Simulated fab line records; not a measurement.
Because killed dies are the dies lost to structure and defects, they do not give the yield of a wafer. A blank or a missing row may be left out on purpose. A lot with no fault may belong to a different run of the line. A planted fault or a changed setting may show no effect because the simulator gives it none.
What tool caused it?    flow rit cmos    45 wafers from 15 lots sampled at 2 of the route's 202 steps

## WHAT THE GAUGES SHOWED, per wafer
RIT_ACTIVE_THK_MEAS_04. Usual: for ACTIVE_NITRIDE_THK the level is 153.9 nm and the standard deviation is 1.5.
lot   measured     on             ACTIVE_NITRIDE_THK (nm)  flag
L628  day 1 13:33  film metro-04  153.9 151.5 153.2        
L629  day 1 21:01  film metro-04  152.5 154.4 152.9        
L630  day 2 03:59  film metro-01  153.5 153.6 154.5        
L631  day 2 08:18  film metro-04  155.1 155.3 155.7        
L632  day 2 10:41  film metro-01  155.2 154.2 154.7        
L634  day 2 21:26  film metro-01  150.1 151.4 151.2        
L635  day 3 02:01  film metro-04  153.4 153.9 154.7        
L636  day 3 06:47  film metro-02  152.5 152.0 152.3        
L637  day 3 12:47  film metro-02  155.7 155.5 155.8        
L641  day 4 10:14  film metro-04  105.9 103.7 103.7        OFF
L642  day 4 13:44  film metro-02  104.1 104.0 103.2        OFF
L643  day 4 20:14  film metro-01  105.1 106.0 104.8        OFF
L648  day 5 20:25  film metro-04  152.1 153.3 152.7        
L650  day 6 09:05  film metro-04  153.4 152.0 153.2        
L651  day 6 11:13  film metro-01  153.5 154.8 153.6        

## EACH LOT AND THE TOOL THAT RAN IT (in order: tool; ch and the chambers of the sampled wafers; start)
lot   RIT_ACTIVE_CVD_03
L628  lpcvd-01 ch 0, day 1 12:07
L629  lpcvd-01 ch 0, day 1 19:36
L630  lpcvd-02 ch 1, day 2 02:34
L631  lpcvd-02 ch 1, day 2 06:52
L632  lpcvd-02 ch 1, day 2 09:16
L634  lpcvd-01 ch 1, day 2 19:18
L635  lpcvd-01 ch 1, day 3 00:35
L636  lpcvd-02 ch 1, day 3 05:22
L637  lpcvd-02 ch 1, day 3 10:38
L641  lpcvd-01 ch 1, day 4 08:49
L642  lpcvd-01 ch 0, day 4 12:19
L643  lpcvd-01 ch 1, day 4 18:49
L648  lpcvd-02 ch 1, day 5 19:00
L650  lpcvd-02 ch 1, day 6 06:57
L651  lpcvd-02 ch 1, day 6 09:05
- RIT_ACTIVE_CVD_03: deposits Si3N4 from SiH2Cl2/NH3, target thk 150 nm, time 1537 s.

## AS READ BY THE TOOLS THEMSELVES (means over the sampled wafers that have a number; for cases with no such wafer, the mark the record gives instead)
RIT_ACTIVE_CVD_03. Usual: pressure mtorr at 300.0 mTorr, with a standard deviation of 0.53.
lot   tool      pressure mtorr (mTorr)  flag
L628  lpcvd-01  299.8                   
L629  lpcvd-01  300.6                   
L630  lpcvd-02  300.0                   
L631  lpcvd-02  299.7                   
L632  lpcvd-02  300.6                   
L634  lpcvd-01  300.2                   
L635  lpcvd-01  299.4                   
L636  lpcvd-02  300.1                   
L637  lpcvd-02  300.0                   
L641  lpcvd-01  300.0                   
L642  lpcvd-01  300.1                   
L643  lpcvd-01  299.8                   
L648  lpcvd-02  300.5                   
L650  lpcvd-02  300.3                   
L651  lpcvd-02  299.3                   

## THE ANSWER, worked out from the rows above alone
Rule: a lot counts as off when the mean over its wafers that have a number is more than 3 standard deviations away from the usual mean. Also off: a lot with no number at a reading for which 4 or more lots have one. All remaining lots with rows at the step are treated as sound. First the gauges in route order, then the tools' own readings, where a lot's mean is used as printed above. At the first step where some lot is off, the reading lying furthest off is the one used; lots without a number count as furthest.
Off: at RIT_ACTIVE_THK_MEAS_04 (ACTIVE_NITRIDE_THK), L641, L642, L643.
A tool fits if, at a process step before that reading, it ran every lot that is off, and no sound lot after the first of them. Those tools and the gauges at RIT_ACTIVE_THK_MEAS_04 are tried in the same way. One candidate fits, namely lpcvd-01 at RIT_ACTIVE_CVD_03. Its last sound lot is L635 (day 3 00:35), its first lot that is off L641 (day 4 08:49): a fault that began between those two fits.

## WHAT THE SIMULATOR HAD PUT IN
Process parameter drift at RIT_ACTIVE_CVD_03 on lpcvd-01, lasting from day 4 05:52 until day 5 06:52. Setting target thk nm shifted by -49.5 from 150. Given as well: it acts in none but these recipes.
Shown lots that were struck: L641, L642, L643. Same finding as the rule above.
